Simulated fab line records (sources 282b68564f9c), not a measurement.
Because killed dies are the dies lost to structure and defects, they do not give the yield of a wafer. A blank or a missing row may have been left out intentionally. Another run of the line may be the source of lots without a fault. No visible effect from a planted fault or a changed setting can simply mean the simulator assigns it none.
Split-lot experiment -- flow rit_cmos -- on a route of 202 steps: 5 lots, 23 wafers read

== THE SPLIT ITSELF ==
At RIT_NWELL_SOFTBAKE_02 (time 60 s), the setting temp_c was moved away from the recipe's 90 C on 10 of the 23 wafers read, by -3.1% to +3.2%. This setting was run at the recipe's value on the other wafers.

== FROM THE SPLIT TO THE READING: what the file shows between them, 2 steps ==
- RIT_NWELL_EXPOSE_03: exposes mask M2, target cd 43900 nm
- RIT_NWELL_PEB_04

== THE READING ==
NOVOLAK_of_NWELL_COAT_01.thk_nm (the simulator's own value, which no gauge read), in nm, at RIT_NWELL_DEVELOP_05 (develop time 66.82 s). The file gives no usual value for it. Across the 13 wafers here that went through the recipe, the average is 1303 nm and the standard deviation 3.9 nm.

wafer,"tool, chamber at the split","temp_c as run, C",against the recipe,"NOVOLAK_of_NWELL_COAT_01.thk_nm, nm",against lot-mates on the recipe
L074.1,"litho_track-03, 0",90,recipe,1302,-
L074.2,"litho_track-03, 0",87.32,-3.0%,1309,+8
L074.4,"litho_track-03, 0",90,recipe,1298,-
L074.5,"litho_track-03, 0",87.32,-3.0%,1311,+10
L074.6,"litho_track-03, 0",90,recipe,1303,-
L075.1,"litho_track-01, 0",90,recipe,1299,-
L075.2,"litho_track-01, 0",90,recipe,1304,-
L075.5,"litho_track-01, 0",90,recipe,1302,-
L077.1,"litho_track-02, 0",90,recipe,1303,-
L077.2,"litho_track-02, 0",90,recipe,1300,-
L077.3,"litho_track-02, 0",92.92,+3.2%,1291,-10
L077.6,"litho_track-02, 0",92.92,+3.2%,1291,-10
L077.4,"litho_track-02, 0",92.92,+3.2%,1290,-12
L084.1,"litho_track-03, 0",90,recipe,1310,-
L084.2,"litho_track-03, 0",90,recipe,1309,-
L084.4,"litho_track-03, 0",91.33,+1.5%,1303,-6
L084.5,"litho_track-03, 0",91.33,+1.5%,1305,-4
L084.6,"litho_track-03, 0",90,recipe,1308,-
L085.1,"litho_track-03, 0",87.21,-3.1%,1312,+13
L085.5,"litho_track-03, 0",87.21,-3.1%,1312,+13
L085.2,"litho_track-03, 0",87.21,-3.1%,1313,+14
L085.4,"litho_track-03, 0",90,recipe,1299,-
L085.6,"litho_track-03, 0",90,recipe,1299,-

THE FIT
A straight line over all 23 wafers: NOVOLAK_of_NWELL_COAT_01.thk_nm changes by -2.98 nm for each +1% of temp_c; r = -0.85; the points scatter about the line by 3.7 nm.
The same after taking each lot's own level away (the mean of its wafers on the recipe; 23 wafers): -3.6 nm for each +1%; r = -0.97; scatter 1.7 nm.
On that fit, the largest move of temp_c shifts the reading by 12 nm.
The lots' own levels span 1299.0 to 1309.0 nm, that is 2.6 times the standard deviation above.
Hence the slope depends on the lot-to-lot level, as the two fits are not the same.
Check: for one of the wafers moved furthest among these (+3.2%), held out of the fit, the line's prediction against its lot-mates is -11.6 nm. It came out at -10.5 nm against them.

== OTHER SPLITS ON THESE WAFERS ==
Before the reading, these wafers also passed through other splits. Each is held against what the fit with the lots' levels taken away leaves over:
other split on the same wafers,wafers away from the commonest value,r with NOVOLAK_of_NWELL_COAT_01.thk_nm (lot level and that fit taken away)
RIT_ACTIVE_CVD_03 time_s,18,-0.16
RIT_ACTIVE_HARDBAKE_12 temp_c,8,+0.02
RIT_FOX2_OXIDATION_00 ox_time_s,18,-0.13

== FILE'S OWN FIT ==
NOVOLAK_of_NWELL_COAT_01.thk_nm changes by -3.5 nm for each +1% of temp_c, r = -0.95.
